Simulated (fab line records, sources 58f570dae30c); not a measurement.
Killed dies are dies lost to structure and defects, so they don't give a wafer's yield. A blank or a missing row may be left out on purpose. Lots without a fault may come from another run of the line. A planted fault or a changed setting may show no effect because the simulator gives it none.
fab line records | flow berkeley_cmos170
record lots=15 wafers=45 last_day=12
route steps=331 shown ZERO@12 PWELL@39 FIELD@96
lots that met no fault: from a run of the same line without faults
start_h: hours from the record's first day to the start of the lot's first wafer shown | wait_h: hours since the lot's step before | " the same as in the row above | L1.1+2: a row that stands for several wafers | - no value, or no start given | * or withheld: withheld | < > ~ a bound
route shown NAME@n: a module of which the file shows steps, and the number in the route of the first | usual: mean/standard deviation of fault-free wafers | same: alike in all rows | chamber/n: place in a boat | sites: the reading at each site | _std_site: their standard deviation | _edge_site: outer sites' mean less inner sites' | radius_mm: how far each site lies from the wafer's centre | mask NAME#n: copy n | behind: the tool/chamber that last shaped the wafer | hold: why the lot was held/for how many hours/how that ended | device: the transistor (n, p or np) that didn't switch | end of line: the same wafers' tests at the end of the route | a step without rows: its recipe alone | killed: dies lost to structure and defects at the first sort, not the wafer's yield | map: a wafer's dies, x killed, . not, _ none there
set.NAME: the setting as run; set.NAME@STEP: as run at that earlier step | model.NAME: the simulator's own value behind a step, which no gauge read
steps of the route over a sample of lots; a table a step, a row a wafer
services: from which hour (start_h, from the record's first day; less than 0 if before it) a tool's chamber was out of use, for how many hours, and why
## steps
# step UCB170_ZERO_ETCH_06
# recipe chemistry=CHF3/CF4/Ar target=SiO2 time_s=12 pressure_mtorr=100 rf_w=500 CHF3_flow_sccm=50 cf4_flow_sccm=10 Ar_flow_sccm=120 over_etch_frac=1.58
# usual CHF3_flow_sccm=49.99/0.14 chamber_pressure_mTorr=99.99/0.094 drypump_motor_current_A=5.9/0.46 oes_product_au=0.618/0.0092 throttle_valve_pct=9.26/0.12
# columns lot.wafer tool chamber start_h wait_h CHF3_flow_sccm chamber_pressure_mTorr drypump_motor_current_A oes_product_au rf_hours_counter_h throttle_valve_pct
L956.1 rie_diel-04 0 16.29 - 49.90 100.02 6.7 0.619 62 9.36
L956.2 " 3 " " 49.89 100.00 5.5 0.621 10 9.13
L956.5 " 2 " " 50.19 100.00 6.0 0.618 - 9.09
L958.1 rie_diel-01 3 31.15 - 49.96 100.06 6.5 0.614 57 9.26
L958.2 " 0 " " 50.10 100.01 5.7 0.611 110 9.46
L958.3 " 1 " " 50.15 99.98 5.8 0.625 14 9.20
L959.1 rie_diel-03 2 36.53 - 50.21 100.09 6.2 0.612 144 9.40
L959.4 " 3 " " 49.93 100.11 5.3 0.603 39 9.23
L959.5 " 0 " " 49.95 100.07 5.8 0.624 - 9.31
L960.1 rie_diel-04 2 40.25 - 49.93 100.09 6.0 0.619 153 9.07
L960.5 " 0 " " 49.88 99.99 6.7 0.612 - 9.39
L960.6 " 1 " " 50.03 99.88 5.5 0.618 - 9.32
L961.1 rie_diel-03 1 46.33 - 49.69 100.06 5.3 0.631 31 9.31
L961.3 " 0 " " 49.86 100.19 5.8 0.621 131 9.31
L961.4 " 3 " " 50.11 99.95 5.3 0.603 40 9.24
L962.1 rie_diel-03 2 51.17 - 49.93 100.11 6.1 0.620 145 9.40
L962.4 " 3 " " 49.95 100.00 5.3 0.608 40 9.23
L962.6 " 0 " " 49.77 100.03 5.8 0.625 - 9.31
L963.1 rie_diel-01 1 54.78 - 49.71 100.00 5.9 0.622 15 9.19
L963.2 " 3 " " 49.76 100.07 6.5 0.615 58 9.25
L963.5 " 1 " " 50.12 99.91 5.9 0.613 - 9.20
L964.3 rie_diel-03 2 58.57 - 50.05 99.84 6.2 0.626 145 9.39
L964.4 " 0 " " 49.99 100.07 5.8 0.629 132 9.31
L964.6 " 1 " " 49.91 99.86 5.3 0.619 - 9.31
L967.2 rie_diel-01 1 74.02 - 49.99 100.03 5.9 0.626 16 9.19
L967.3 " 0 " " 50.00 99.98 5.7 0.611 112 9.47
L967.5 " 3 " " 50.33 99.99 6.5 0.613 - 9.25
L969.2 rie_diel-03 2 84.83 - 49.94 100.13 6.2 0.630 146 9.38
L969.5 " 0 " " 49.69 99.91 5.8 0.632 - 9.31
L969.6 " 3 " " 49.98 99.93 5.3 0.604 - 9.25
L974.2 rie_diel-01 0 108.09 - 50.29 99.82 5.7 0.601 114 9.47
L974.3 " 3 " " 50.03 100.07 6.6 0.616 61 9.26
L974.6 " 1 " " 49.76 99.99 5.9 0.620 - 9.18
L975.3 rie_diel-01 0 112.02 - 49.95 100.07 5.7 0.611 114 9.48
L975.4 " 1 " " 49.87 99.90 5.8 0.629 18 9.19
L975.5 " 3 " " 49.87 99.88 6.5 0.617 - 9.26
L976.2 rie_diel-04 0 121.13 - 49.71 99.94 6.7 0.615 66 9.38
L976.3 " 2 " " 49.80 99.88 6.0 0.612 157 9.05
L976.6 " 2 " " 49.99 99.84 6.0 0.621 - 9.07
L978.1 rie_diel-01 0 129.75 - 50.10 100.00 5.7 0.604 115 9.46
L978.3 " 2 " " 49.98 99.91 6.4 0.624 102 9.08
L978.4 " 3 " " 50.11 100.04 6.5 0.608 62 9.24
L979.1 rie_diel-04 1 134.21 - 49.78 99.96 5.5 0.621 7 9.32
L979.2 " 3 " " 49.89 100.20 5.5 0.606 16 9.12
L979.4 " 0 " " 49.94 100.05 6.7 0.610 - 9.39
# step UCB170_ZERO_STRIP_07
# recipe chemistry=O2 power_w=400 pressure_mtorr=3500 platen_temp_c=withheld o2_flow_sccm=400 overash_fraction=0.5
# usual chamber_pressure_mTorr=3500/3.3 drypump_motor_current_A=5.6/0.52 oes_product_au=0.727/0.0049 strip_time_to_endpoint_s=21.69/0.047
# same overash_fraction=0.5
# columns lot.wafer tool chamber start_h wait_h chamber_pressure_mTorr drypump_motor_current_A oes_product_au rf_hours_counter_h strip_time_to_endpoint_s
L956.1 plasma_asher-04 0 16.32 0.0 3500 4.9 0.727 27 21.70
L956.2 " 1 " " 3500 5.4 0.725 27 21.67
L956.5 " 0 " " 3502 4.9 0.724 - 21.70
L958.1 plasma_asher-04 1 31.18 0.0 3499 5.4 0.723 29 21.72
L958.2 " 0 " " 3501 4.9 0.733 29 21.76
L958.3 " 0 " " 3502 4.9 0.730 - 21.77
L959.1 plasma_asher-03 0 36.56 0.0 3495 5.6 0.721 32 21.68
L959.4 " 0 " " 3502 5.6 0.737 - 21.66
L959.5 " 1 " " 3499 5.6 0.729 - 21.69
L960.1 plasma_asher-03 0 40.27 0.0 3502 5.6 0.730 33 21.71
L960.5 " 1 " " 3505 5.6 0.719 - 21.76
L960.6 " 0 " " 3503 5.6 0.736 - 21.74
L961.1 plasma_asher-01 0 46.35 0.0 3502 5.2 0.730 30 21.70
L961.3 " 0 " " 3503 5.2 0.720 - 21.74
L961.4 " 1 " " 3501 6.5 0.727 - 21.67
L962.1 plasma_asher-03 0 51.19 0.0 3502 5.6 0.724 34 21.72
L962.4 " 1 " " 3499 5.6 0.731 - 21.68
L962.6 " 1 " " 3500 5.6 0.726 - 21.71
L963.1 plasma_asher-01 1 54.80 0.0 3508 6.6 0.731 31 21.72
L963.2 " 0 " " 3498 5.2 0.721 31 21.69
L963.5 " 0 " " 3506 5.3 0.726 - 21.71
L964.3 plasma_asher-01 1 58.63 0.0 3500 6.6 0.727 - 21.73
L964.4 " 0 " " 3500 5.3 0.733 - 21.72
L964.6 " 0 " " 3502 5.2 0.726 - 21.71
L967.2 plasma_asher-04 1 74.05 0.0 3502 5.4 0.729 33 21.69
L967.3 " 1 " " 3504 5.4 0.727 - 21.67
L967.5 " 0 " " 3502 4.9 0.736 - 21.68
L969.2 plasma_asher-01 1 84.85 0.0 3501 6.6 0.729 34 21.62
L969.5 " 1 " " 3493 6.6 0.727 - 21.65
L969.6 " 0 " " 3503 5.3 0.729 - 21.63
L974.2 plasma_asher-03 1 108.11 0.0 3497 5.6 0.724 40 21.66
L974.3 " 1 " " 3496 5.6 0.729 - 21.62
L974.6 " 0 " " 3503 5.6 0.734 - 21.69
L975.3 plasma_asher-01 0 112.07 0.0 3502 5.2 0.729 - 21.62
L975.4 " 1 " " 3502 6.6 0.727 - 21.66
L975.5 " 0 " " 3501 5.2 0.732 - 21.61
L976.2 plasma_asher-01 1 121.16 0.0 3503 6.6 0.716 39 21.67
L976.3 " 0 " " 3507 5.2 0.724 - 21.72
L976.6 " 0 " " 3504 5.2 0.720 - 21.67
L978.1 plasma_asher-04 1 129.78 0.0 3498 5.4 0.732 40 21.62
L978.3 " 1 " " 3498 5.4 0.725 - 21.75
L978.4 " 0 " " 3499 4.9 0.718 - 21.70
L979.1 plasma_asher-03 1 134.23 0.0 3499 5.6 0.727 2 21.67
L979.2 " 0 " " 3498 5.6 0.731 2 21.70
L979.4 " 0 " " 3502 5.6 0.729 - 21.69
# step UCB170_PWELL_CVD_05
# recipe material=Si3N4 target_thk_nm=220 temp_c=800 precursor=SiH2Cl2/NH3 time_s=3300 pressure_mtorr=200 sih2cl2_flow_sccm=25 nh3_flow_sccm=75
# usual sih2cl2_flow_sccm=25.00/0.076
# columns lot.wafer tool chamber start_h wait_h sih2cl2_flow_sccm
L956.1 lpcvd-02 1 40.46 0.0 25.06
L956.2 " 1 " " 24.99
L956.5 " 1 " " 25.01
L958.1 lpcvd-02 0 61.49 0.0 24.97
L958.2 " 0 " " 24.89
L958.3 " 0 " " 24.95
L959.1 lpcvd-02 1 61.49 0.0 25.07
L959.4 " 1 " " 25.05
L959.5 " 1 " " 25.00
L960.1 lpcvd-02 1 61.49 0.0 24.99
L960.5 " 1 " " 25.07
L960.6 " 1 " " 25.01
L961.1 lpcvd-02 1 71.99 0.0 24.83
L961.3 " 1 " " 24.97
L961.4 " 1 " " 24.83
L962.1 lpcvd-01 0 76.09 0.7 24.99
L962.4 " 0 " " 24.95
L962.6 " 0 " " 25.01
L963.1 lpcvd-01 0 76.09 0.7 25.10
L963.2 " 0 " " 25.08
L963.5 " 0 " " 25.19
L963.1 lpcvd-02 0 79.07 1.1 24.95
L963.2 " 0 " " 25.05
L963.5 " 0 " " 25.00
L964.3 lpcvd-01 0 79.36 0.0 25.02
L964.4 " 0 " " 25.02
L964.6 " 0 " " 24.99
L967.2 lpcvd-01 1 98.36 0.0 24.89
L967.3 " 1 " " 24.93
L967.5 " 1 " " 24.91
L967.2 lpcvd-02 1 102.16 0.9 24.97
L967.3 " 1 " " 25.01
L967.5 " 1 " " 24.97
L969.2 lpcvd-02 1 109.44 1.1 24.93
L969.5 " 1 " " 24.90
L969.6 " 1 " " 24.98
L969.2 lpcvd-02 1 111.52 0.2 25.05
L969.5 " 1 " " 25.14
L969.6 " 1 " " 25.02
L974.2 lpcvd-02 0 130.39 0.0 25.00
L974.3 " 0 " " 25.03
L974.6 " 0 " " 25.04
L975.3 lpcvd-01 1 138.50 0.7 25.06
L975.4 " 1 " " 25.02
L975.5 " 1 " " 25.06
L976.2 lpcvd-02 0 146.28 0.0 24.99
L976.3 " 0 " " 25.04
L976.6 " 0 " " 25.06
L978.1 lpcvd-02 0 155.46 0.3 24.98
L978.3 " 0 " " 25.01
L978.4 " 0 " " 24.98
L979.1 lpcvd-02 1 162.19 0.0 24.86
L979.2 " 1 " " 24.95
L979.4 " 1 " " 24.87
# step UCB170_PWELL_THK_MEAS_06
# recipe reads=Si3N4_of_PWELL_CVD_05
# usual PWELL_NITRIDE_THK=220.4/2.2
# columns lot.wafer tool chamber start_h wait_h PWELL_NITRIDE_THK[nm]
L956.1 film_metro-01 - 42.37 0.0 218.6
L956.2 " - " " 219.1
L956.5 " - " " 218.3
L958.1 film_metro-03 - 63.41 0.0 219.7
L958.2 " - " " 219.1
L958.3 " - " " 218.6
L959.1 film_metro-02 - 63.41 0.0 218.8
L959.4 " - " " 219.3
L959.5 " - " " 220.5
L960.1 film_metro-01 - 63.41 0.0 220.2
L960.5 " - " " 219.3
L960.6 " - " " 221.4
L961.1 film_metro-02 - 73.91 0.0 221.7
L961.3 " - " " 223.7
L961.4 " - " " 223.4
L962.1 film_metro-01 - 78.01 0.0 220.0
L962.4 " - " " 220.3
L962.6 " - " " 221.6
L963.1 film_metro-03 - 80.99 0.0 446.4
L963.2 " - " " 447.3
L963.5 " - " " 444.0
L964.3 film_metro-03 - 81.30 0.0 220.1
L964.4 " - " " 220.5
L964.6 " - " " 219.6
L967.2 film_metro-03 - 105.79 0.8 440.4
L967.3 " - " " 443.2
L967.5 " - " " 440.6
L969.2 film_metro-02 - 113.45 0.0 439.4
L969.5 " - " " 437.9
L969.6 " - " " 440.0
L974.2 film_metro-01 - 132.31 0.0 219.6
L974.3 " - " " 219.4
L974.6 " - " " 218.1
L975.3 film_metro-01 - 140.43 0.0 218.4
L975.4 " - " " 219.0
L975.5 " - " " 218.6
L976.2 film_metro-03 - 148.26 0.1 218.9
L976.3 " - " " 218.9
L976.6 " - " " 218.9
L978.1 film_metro-02 - 157.37 0.0 218.8
L978.3 " - " " 217.4
L978.4 " - " " 220.4
L979.1 film_metro-03 - 164.11 0.0 221.5
L979.2 " - " " 221.3
L979.4 " - " " 222.5
# step UCB170_PWELL_ETCH_14
# recipe chemistry=CH3F/Ar/O2 target=Si3N4 stop_on=SiO2 CH3F_flow_sccm=20 Ar_flow_sccm=50 O2_flow_sccm=7 pressure_mtorr=50 rf_w=450 target_depth_a=2420 over_etch_frac=0.1 time_s=151
# usual chamber_pressure_mTorr=50.01/0.049 drypump_motor_current_A=6.0/0.42 oes_product_au=0.936/0.015 throttle_valve_pct=8.05/0.14
# columns lot.wafer tool chamber start_h wait_h chamber_pressure_mTorr drypump_motor_current_A oes_product_au rf_hours_counter_h throttle_valve_pct
L956.1 rie_diel-01 1 44.64 0.0 49.99 5.8 0.942 15 8.01
L956.2 " 0 " " 49.97 5.6 0.921 111 8.25
L956.5 " 0 " " 49.93 5.6 0.924 - 8.26
L958.1 rie_diel-03 3 64.68 0.0 50.08 5.3 0.917 41 8.05
L958.2 " 1 " " 49.95 5.4 0.945 32 8.14
L958.3 " 2 " " 50.10 6.2 0.942 145 8.18
L960.1 rie_diel-01 1 64.89 0.0 50.04 5.8 0.934 16 8.02
L960.5 " 0 " " 50.06 5.6 0.924 - 8.25
L960.6 " 3 " " 49.99 6.5 0.941 - 8.07
L959.1 rie_diel-02 0 65.02 0.0 50.08 6.5 0.950 68 7.98
L959.4 " 2 " " 50.08 5.5 0.935 123 8.24
L959.5 " 0 " " 50.03 6.4 0.951 - 8.00
L961.1 rie_diel-03 3 75.38 0.0 49.99 5.3 0.930 41 8.05
L961.3 " 1 " " 50.05 5.3 0.953 32 8.13
L961.4 " 2 " " 49.96 6.2 0.959 146 8.19
L962.1 rie_diel-01 3 79.44 0.0 49.94 6.5 0.939 59 8.06
L962.4 " 2 " " 50.00 6.4 0.934 99 7.91
L962.6 " 3 " " 50.01 6.5 0.949 - 8.07
L964.3 rie_diel-02 1 82.21 0.0 49.81 6.5 0.914 105 7.89
L964.4 " 3 " " 49.92 6.0 0.915 2 7.83
L964.6 " 1 " " 50.05 6.5 0.921 - 7.89
L963.1 rie_diel-02 2 82.31 0.1 49.95 5.5 0.986 124 8.23
L963.2 " 3 " " 50.10 6.0 0.964 2 7.84
L963.5 " 2 " " 50.11 5.5 0.967 - 8.25
L967.2 rie_diel-03 2 107.08 0.2 50.07 6.2 1.015 147 8.18
L967.3 " 0 " " 50.00 5.8 1.013 134 8.13
L967.5 " 0 " " 49.96 5.8 1.019 - 8.13
L969.2 rie_diel-03 3 114.53 0.0 50.02 5.3 0.984 43 8.06
L969.5 " 1 " " 49.94 5.3 1.022 - 8.11
L969.6 " 2 " " 49.94 6.1 1.016 - 8.20
L974.2 rie_diel-01 1 133.89 0.0 49.96 5.8 0.952 19 8.00
L974.3 " 3 " " 50.07 6.5 0.934 62 8.07
L974.6 " 1 " " 49.98 5.9 0.931 - 8.01
L975.3 rie_diel-01 2 141.48 0.0 50.01 6.4 0.930 102 7.89
L975.4 " 0 " " 49.98 5.7 0.923 116 8.24
L975.5 " 3 " " 50.02 6.5 0.930 - 8.07
L976.2 rie_diel-01 0 149.37 0.0 49.97 5.7 0.926 116 8.25
L976.3 " 2 " " 50.02 6.5 0.938 102 7.89
L976.6 " 3 " " 49.99 6.5 0.922 - 8.09
L978.1 rie_diel-01 3 158.68 0.0 50.04 6.5 0.934 63 8.06
L978.3 " 0 " " 50.04 5.6 0.924 116 8.23
L978.4 " 2 " " 50.06 6.5 0.938 103 7.89
L979.1 rie_diel-02 0 165.29 0.0 50.07 6.4 0.955 73 7.99
L979.2 " 3 " " 50.10 6.0 0.919 6 7.83
L979.4 " 2 " " 49.99 5.5 0.943 128 8.25
# step UCB170_FIELD_THK_MEAS_90
# recipe reads=SiO2_of_FIELD_OXIDATION_01
# usual FIELD_OXIDE_LEFT_1_THK=438/12
# columns lot.wafer tool chamber start_h wait_h FIELD_OXIDE_LEFT_1_THK[nm]
L956.1 film_metro-01 - 84.35 0.0 440
L956.2 " - " " 433
L956.5 " - " " 443
L958.1 film_metro-02 - 108.09 0.0 441
L958.2 " - " " 446
L958.3 " - " " 444
L959.1 film_metro-01 - 108.09 0.0 455
L959.4 " - " " 450
L959.5 " - " " 451
L960.1 film_metro-03 - 108.09 0.0 445
L960.5 " - " " 444
L960.6 " - " " 440
L962.1 film_metro-01 - 118.94 0.0 426
L962.4 " - " " 434
L962.6 " - " " 433
L964.3 film_metro-03 - 118.96 0.0 444
L964.4 " - " " 438
L964.6 " - " " 435
L961.1 film_metro-03 - 119.00 0.1 410
L961.3 " - " " 417
L961.4 " - " " 410
L974.2 film_metro-01 - 185.77 0.0 440
L974.3 " - " " 441
L974.6 " - " " 443
L975.3 film_metro-03 - 185.78 0.0 448
L975.4 " - " " 450
L975.5 " - " " 454
L976.2 film_metro-01 - 194.71 0.0 429
L976.3 " - " " 450
L976.6 " - " " 434
L978.1 film_metro-03 - 207.28 0.0 452
L978.3 " - " " 445
L978.4 " - " " 456
L979.1 film_metro-02 - 221.54 0.0 446
L979.2 " - " " 436
L979.4 " - " " 443
## services
# columns tool chamber start_h hours kind
rie_diel-02 0 -7.20 2.5 repair
lpcvd-02 - -2.92 14.6 pm
rie_diel-02 3 5.23 - clean
rie_diel-02 3 5.23 23.4 scheduled_down
rie_diel-02 3 5.23 23.4 vent_cycle
lpcvd-01 - 14.36 6.0 pm
rie_diel-01 0 21.41 8.1 repair
rie_diel-03 3 29.21 5.0 repair
rie_diel-04 0 78.64 7.2 repair
rie_diel-02 1 85.95 2.5 repair
plasma_asher-03 - 108.84 9.0 pm
plasma_asher-03 0 108.84 9.0 vent_cycle
plasma_asher-03 1 108.84 9.0 vent_cycle
plasma_asher-03 0 117.84 - clean
plasma_asher-03 1 117.84 - clean
rie_diel-04 2 128.92 - clean
rie_diel-04 2 128.92 18.5 scheduled_down
rie_diel-04 2 128.92 18.5 vent_cycle
plasma_asher-01 - 129.76 0.6 repair
lpcvd-01 - 154.15 0.6 repair
rie_diel-04 0 157.59 13.3 repair
rie_diel-04 - 158.36 14.6 pm
rie_diel-03 3 161.35 12.1 repair
## key
first_sign step=UCB170_PWELL_CVD_05 reading=visit direction=added
effect step=UCB170_PWELL_THK_MEAS_06 reading=PWELL_NITRIDE_THK direction=up sigmas=99+ usual=220.4 struck=442.1
effect step=UCB170_PWELL_ETCH_14 reading=oes_product_au direction=up sigmas=4.2 usual=0.936 struck=0.998
met_at UCB170_PWELL_CVD_05
struck_lots L963,L967,L969
later_rows_left_out L963.1,L963.2,L963.5,L967.2,L967.3,L967.5,L969.2,L969.5,L969.6
sort_left_out L963.1,L963.2,L963.5,L967.2,L967.3,L967.5,L969.2,L969.5,L969.6
tester_left_out L963,L967,L969
not_acting_at UCB170_ZERO_ETCH_06,UCB170_ZERO_STRIP_07,UCB170_FIELD_THK_MEAS_90
fault kind=repeated_step_whole tool=lpcvd-01,lpcvd-02 chamber=- onset_h=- steps=UCB170_PWELL_CVD_05 times=1 scope=struck_lots_only
# tester_left_out: of these lots the tester's yield and bins aren't shown, on N5 and GAA mostly nor the transistor test; their killed dies are dies lost to structure and defects alone, not to doping, threshold or leakage, so they don't give the yield
# sort_left_out: the simulated sort isn't trusted on such a fault, so these wafers' sort isn't shown, and their yield isn't known
# later_rows_left_out: the simulator's readings of these wafers behind a module that went badly wrong aren't trusted and aren't shown, but for the sort
